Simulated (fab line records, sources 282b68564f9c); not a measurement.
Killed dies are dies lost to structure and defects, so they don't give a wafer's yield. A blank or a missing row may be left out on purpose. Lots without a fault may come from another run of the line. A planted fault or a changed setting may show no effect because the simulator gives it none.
A struck lot beside a sound one | flow rit_cmos | 19 steps out of a route of 202
Sound: wafers L587.2, L587.4, L587.5. Struck: wafers L592.4, L592.5, L592.6. The cause comes at the end.
At each step with rows: each side's tool, then ch and its chambers, then its first start. Under that, the readings that differ: sound wafers | struck wafers | difference of the means | sigmas: that difference in standard deviations of wafers without a fault.
alike: readings whose means differ by less than 2 such deviations, and words and numbers that are the same on both sides. not compared: withheld readings, readings that some wafer has no value for, bounds like >300 that may hide the same value, and numbers for which the record gives no deviation and whose values overlap.
The two part at a step that has a row with sigmas, a row that says differs or no value, or rows on one side only. Numbers that don't overlap but have no deviation are shown without sigmas and don't part them. A reading that every wafer of one side lacks parts them only if that side has two wafers or more.

RIT_FOX1_THK_MEAS_01:
  sound on film_metro-02, day 2 17:50; struck on film_metro-04, day 3 19:26
  alike: FOX1_OXIDE_THK
then, 2 steps without rows for these wafers: RIT_FOX1_WET_ETCH_02 (etches SiO2 in BOE, target depth 350 nm, time 390 s); RIT_FOX2_OXIDATION_00 (target thk 350.7 nm, ox time 1130 s).
RIT_FOX2_THK_MEAS_01:
  sound on film_metro-03, day 2 19:19; struck on film_metro-03, day 3 20:56
  alike: FOX2_OXIDE_THK
then, 2 steps without rows for these wafers: RIT_FOX2_CLEAN_02 (cleans in dHF, time 180 s); RIT_FOX2_WET_ETCH_03 (etches Si3N4 in H3PO4, target depth 195 nm, time 2700 s).
RIT_FOX2_THK_MEAS_90:
  sound on film_metro-01, day 2 20:21; struck on film_metro-02, day 3 21:49
  alike: FIELD_OXIDE_LEFT_1_THK
then, 5 steps without rows for these wafers: RIT_NWELL_HMDS_00 (prime time 60 s); RIT_NWELL_COAT_01 (resist thk 1300 nm); RIT_NWELL_SOFTBAKE_02 (time 60 s); RIT_NWELL_EXPOSE_03 (exposes mask M2, target cd 43900 nm); RIT_NWELL_PEB_04.
RIT_NWELL_DEVELOP_05: develop time 68 s.
  sound on litho_track-01 ch 0, day 2 21:00; struck on litho_track-02 ch 0, day 3 22:00
  alike: developer_temp_C
RIT_NWELL_OVL_MEAS_06:
  sound on overlay-01, day 2 21:25; struck on overlay-02, day 3 22:44
  alike: NWELL_OVL
then, 2 steps without rows for these wafers: RIT_NWELL_HARDBAKE_07 (time 120 s); RIT_NWELL_IMPLANT_08.
RIT_NWELL_STRIP_09: strips in O2, time 180 s.
  sound on plasma_asher-03 ch 0,1, day 2 21:50; struck on plasma_asher-02 ch 0,1, day 3 23:13
  alike: drypump_motor_current_A
  not compared: rf_hours_counter_h
RIT_NWELL_TW_MEAS_10:
  sound on film_metro-04, day 2 22:01; struck on film_metro-04, day 3 23:22
  reading  | sound          | struck         | difference | sigmas
  NWELL_TW | 2134 2137 2149 | 2065 2087 2066 | -67        | -3
  not compared: hold
then, 1 step without rows for these wafers: RIT_M1_PROBE_99.

WHERE THEY PART
Only at RIT_NWELL_TW_MEAS_10, within this record.

WHY: what the simulator had put in
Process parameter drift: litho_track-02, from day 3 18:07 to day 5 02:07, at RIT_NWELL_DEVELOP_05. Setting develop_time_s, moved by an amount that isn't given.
